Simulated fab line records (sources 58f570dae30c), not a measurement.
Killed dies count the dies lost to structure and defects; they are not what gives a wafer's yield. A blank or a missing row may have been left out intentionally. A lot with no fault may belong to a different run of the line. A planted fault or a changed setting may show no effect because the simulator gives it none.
Which tool did it? :: flow berkeley_cmos170 :: 14 lots with 42 wafers sampled at 3 steps, on a route of 331 steps

## WHAT THE GAUGES SHOWED, per wafer
UCB170_M3_CD_MEAS_15 targets a cd of 700 nm.
lot: L619
measured: day 7 18:08
on: cd_sem-01
cd_nm (nm): 699.3 699.1 699.2

lot: L620
measured: day 7 18:22
on: cd_sem-01
cd_nm (nm): 697.0 697.7 698.1

lot: L621
measured: day 8 02:46
on: cd_sem-02
cd_nm (nm): 701.3 700.1 700.7

lot: L623
measured: day 8 12:03
on: cd_sem-01
cd_nm (nm): 695.9 695.8 695.5

lot: L622
measured: day 8 17:13
on: cd_sem-02
cd_nm (nm): 698.0 698.6 700.3

lot: L625
measured: day 9 11:13
on: cd_sem-02
cd_nm (nm): 696.7 699.1 699.1

lot: L627
measured: day 9 12:19
on: cd_sem-02
cd_nm (nm): 702.1 701.6 701.4

lot: L626
measured: day 9 12:43
on: cd_sem-01
cd_nm (nm): 699.2 699.2 699.4

lot: L628
measured: day 9 17:47
on: cd_sem-01
cd_nm (nm): 698.1 698.5 699.3

lot: L632
measured: day 10 17:30
on: cd_sem-02
cd_nm (nm): 702.5 702.0 702.9

lot: L636
measured: day 11 20:16
on: cd_sem-01
cd_nm (nm): 698.7 699.2 698.0

lot: L638
measured: day 11 23:17
on: cd_sem-01
cd_nm (nm): 700.3 698.0 699.6

lot: L639
measured: day 12 16:52
on: cd_sem-02
cd_nm (nm): 700.3 699.1 697.6

lot: L640
measured: day 12 16:26
on: cd_sem-01
cd_nm (nm): 700.4 699.6 700.2

## TOOL THAT RAN EACH LOT (tool first, then ch and the chambers of the sampled wafers, then the start)
lot: L619
UCB170_V2_STRIP_15: plasma_asher-03 ch 0,1, day 7 15:23
UCB170_M3_STRIP_07: plasma_asher-04 ch 0,1, day 7 16:23

lot: L620
UCB170_V2_STRIP_15: plasma_asher-03 ch 0,1, day 7 15:38
UCB170_M3_STRIP_07: plasma_asher-01 ch 0,1, day 7 16:50

lot: L621
UCB170_V2_STRIP_15: plasma_asher-02 ch 0,1, day 8 00:04
UCB170_M3_STRIP_07: plasma_asher-01 ch 0,1, day 8 01:04

lot: L623
UCB170_V2_STRIP_15: plasma_asher-03 ch 0,1, day 8 08:17
UCB170_M3_STRIP_07: plasma_asher-01 ch 0,1, day 8 09:52

lot: L622
UCB170_V2_STRIP_15: plasma_asher-01 ch 0,1, day 8 14:59
UCB170_M3_STRIP_07: plasma_asher-01 ch 0,1, day 8 15:59

lot: L625
UCB170_V2_STRIP_15: plasma_asher-03 ch 0,1, day 9 08:46
UCB170_M3_STRIP_07: plasma_asher-02 ch 0,1, day 9 09:52

lot: L627
UCB170_V2_STRIP_15: plasma_asher-03 ch 0,1, day 9 09:59
UCB170_M3_STRIP_07: plasma_asher-04 ch 1, day 9 10:59

lot: L626
UCB170_V2_STRIP_15: plasma_asher-02 ch 0,1, day 9 10:28
UCB170_M3_STRIP_07: plasma_asher-02 ch 0,1, day 9 11:28

lot: L628
UCB170_V2_STRIP_15: plasma_asher-03 ch 0,1, day 9 15:06
UCB170_M3_STRIP_07: plasma_asher-04 ch 0,1, day 9 16:11

lot: L632
UCB170_V2_STRIP_15: plasma_asher-01 ch 0,1, day 10 15:08
UCB170_M3_STRIP_07: plasma_asher-04 ch 0,1, day 10 16:22

lot: L636
UCB170_V2_STRIP_15: plasma_asher-01 ch 0,1, day 11 17:47
UCB170_M3_STRIP_07: plasma_asher-04 ch 0,1, day 11 18:58

lot: L638
UCB170_V2_STRIP_15: plasma_asher-01 ch 0, day 11 21:02
UCB170_M3_STRIP_07: plasma_asher-01 ch 0,1, day 11 22:02

lot: L639
UCB170_V2_STRIP_15: plasma_asher-01 ch 0,1, day 12 12:40
UCB170_M3_STRIP_07: plasma_asher-04 ch 0, day 12 13:40

lot: L640
UCB170_V2_STRIP_15: plasma_asher-03 ch 0,1, day 12 12:54
UCB170_M3_STRIP_07: plasma_asher-02 ch 0,1, day 12 13:54
- UCB170_V2_STRIP_15: strips in O2.
- UCB170_M3_STRIP_07: strips in O2.

## WHAT THE TOOLS THEMSELVES READ (means of the sampled wafers that have a number; where no wafer has one, the mark that the record gives instead)
UCB170_V2_STRIP_15.
lot: L619
tool: plasma_asher-03
drypump_motor_current_A (A): 5.2
o2_flow_sccm (sccm): 400.5
oes_product_au (a.u.): 0.719
strip_time_to_endpoint_s (s): 15.33

lot: L620
tool: plasma_asher-03
drypump_motor_current_A (A): 5.3
o2_flow_sccm (sccm): 399.2
oes_product_au (a.u.): 0.722
strip_time_to_endpoint_s (s): 15.30

lot: L621
tool: plasma_asher-02
drypump_motor_current_A (A): 5.5
o2_flow_sccm (sccm): 399.3
oes_product_au (a.u.): 0.718
strip_time_to_endpoint_s (s): 15.43

lot: L623
tool: plasma_asher-03
drypump_motor_current_A (A): 5.3
o2_flow_sccm (sccm): 400.5
oes_product_au (a.u.): 0.718
strip_time_to_endpoint_s (s): 15.46

lot: L622
tool: plasma_asher-01
drypump_motor_current_A (A): 6.1
o2_flow_sccm (sccm): 398.6
oes_product_au (a.u.): 0.719
strip_time_to_endpoint_s (s): 15.27

lot: L625
tool: plasma_asher-03
drypump_motor_current_A (A): 5.2
o2_flow_sccm (sccm): 399.9
oes_product_au (a.u.): 0.721
strip_time_to_endpoint_s (s): 15.17

lot: L627
tool: plasma_asher-03
drypump_motor_current_A (A): 5.2
o2_flow_sccm (sccm): 201.5
oes_product_au (a.u.): 0.664
strip_time_to_endpoint_s (s): 17.47

lot: L626
tool: plasma_asher-02
drypump_motor_current_A (A): 5.4
o2_flow_sccm (sccm): 399.8
oes_product_au (a.u.): 0.721
strip_time_to_endpoint_s (s): 15.36

lot: L628
tool: plasma_asher-03
drypump_motor_current_A (A): 5.2
o2_flow_sccm (sccm): 200.1
oes_product_au (a.u.): 0.661
strip_time_to_endpoint_s (s): 17.45

lot: L632
tool: plasma_asher-01
drypump_motor_current_A (A): 6.3
o2_flow_sccm (sccm): 398.1
oes_product_au (a.u.): 0.720
strip_time_to_endpoint_s (s): 15.33

lot: L636
tool: plasma_asher-01
drypump_motor_current_A (A): 6.2
o2_flow_sccm (sccm): 400.6
oes_product_au (a.u.): 0.725
strip_time_to_endpoint_s (s): 15.33

lot: L638
tool: plasma_asher-01
drypump_motor_current_A (A): 6.1
o2_flow_sccm (sccm): 401.5
oes_product_au (a.u.): 0.721
strip_time_to_endpoint_s (s): 15.32

lot: L639
tool: plasma_asher-01
drypump_motor_current_A (A): 6.2
o2_flow_sccm (sccm): 399.5
oes_product_au (a.u.): 0.721
strip_time_to_endpoint_s (s): 15.38

lot: L640
tool: plasma_asher-03
drypump_motor_current_A (A): 5.2
o2_flow_sccm (sccm): 399.6
oes_product_au (a.u.): 0.722
strip_time_to_endpoint_s (s): 15.28

UCB170_M3_STRIP_07.
lot: L619
tool: plasma_asher-04
drypump_motor_current_A (A): 5.8
o2_flow_sccm (sccm): 400.4
oes_product_au (a.u.): 0.734
strip_time_to_endpoint_s (s): 22.07

lot: L620
tool: plasma_asher-01
drypump_motor_current_A (A): 6.3
o2_flow_sccm (sccm): 400.7
oes_product_au (a.u.): 0.732
strip_time_to_endpoint_s (s): 22.03

lot: L621
tool: plasma_asher-01
drypump_motor_current_A (A): 6.2
o2_flow_sccm (sccm): 399.3
oes_product_au (a.u.): 0.737
strip_time_to_endpoint_s (s): 22.03

lot: L623
tool: plasma_asher-01
drypump_motor_current_A (A): 6.3
o2_flow_sccm (sccm): 400.0
oes_product_au (a.u.): 0.732
strip_time_to_endpoint_s (s): 21.96

lot: L622
tool: plasma_asher-01
drypump_motor_current_A (A): 6.2
o2_flow_sccm (sccm): 400.3
oes_product_au (a.u.): 0.740
strip_time_to_endpoint_s (s): 21.94

lot: L625
tool: plasma_asher-02
drypump_motor_current_A (A): 5.4
o2_flow_sccm (sccm): 399.4
oes_product_au (a.u.): 0.731
strip_time_to_endpoint_s (s): 22.00

lot: L627
tool: plasma_asher-04
drypump_motor_current_A (A): 5.6
o2_flow_sccm (sccm): 401.3
oes_product_au (a.u.): 0.739
strip_time_to_endpoint_s (s): 22.07

lot: L626
tool: plasma_asher-02
drypump_motor_current_A (A): 5.4
o2_flow_sccm (sccm): 400.4
oes_product_au (a.u.): 0.736
strip_time_to_endpoint_s (s): 21.91

lot: L628
tool: plasma_asher-04
drypump_motor_current_A (A): 5.8
o2_flow_sccm (sccm): 400.7
oes_product_au (a.u.): 0.732
strip_time_to_endpoint_s (s): 21.99

lot: L632
tool: plasma_asher-04
drypump_motor_current_A (A): 5.8
o2_flow_sccm (sccm): 400.2
oes_product_au (a.u.): 0.738
strip_time_to_endpoint_s (s): 22.01

lot: L636
tool: plasma_asher-04
drypump_motor_current_A (A): 6.0
o2_flow_sccm (sccm): 400.7
oes_product_au (a.u.): 0.738
strip_time_to_endpoint_s (s): 21.95

lot: L638
tool: plasma_asher-01
drypump_motor_current_A (A): 6.2
o2_flow_sccm (sccm): 400.2
oes_product_au (a.u.): 0.736
strip_time_to_endpoint_s (s): 21.94

lot: L639
tool: plasma_asher-04
drypump_motor_current_A (A): 6.1
o2_flow_sccm (sccm): 399.3
oes_product_au (a.u.): 0.732
strip_time_to_endpoint_s (s): 22.03

lot: L640
tool: plasma_asher-02
drypump_motor_current_A (A): 5.4
o2_flow_sccm (sccm): 398.6
oes_product_au (a.u.): 0.734
strip_time_to_endpoint_s (s): 21.95

## THE ANSWER, worked out from the rows above alone
Rule: usual is defined by the lots themselves. The widest of any qualifying gaps counts: lots, ordered by their means at a reading, are off when they make up no more than a third of the lots, leave a main group of 4 or more, and stand apart from it by 3 or more times the standard deviation of that group's means. The tables above print the reading to a certain number of digits; a main group whose means all agree to those digits is not used. Also off: a lot with no number at a reading for which 4 or more lots have one. The other lots that the step has rows for count as sound. The gauges are gone through in route order, then the tools' own readings, and for those a lot's mean is taken as printed above. The first step at which some lot is off is used, and at that step the reading that is off furthest; a lot without a number counts as furthest.
Off: L627, L628 (UCB170_V2_STRIP_15, o2_flow_sccm). Main group: mean 399.8 sccm, sd 0.89.
If a tool, at that step or one of the process steps before it, ran each lot that is off and ran no sound lot following the first of them, it fits. Not one of the candidates tried fits.

## WHAT HAD BEEN PUT IN BY THE SIMULATOR
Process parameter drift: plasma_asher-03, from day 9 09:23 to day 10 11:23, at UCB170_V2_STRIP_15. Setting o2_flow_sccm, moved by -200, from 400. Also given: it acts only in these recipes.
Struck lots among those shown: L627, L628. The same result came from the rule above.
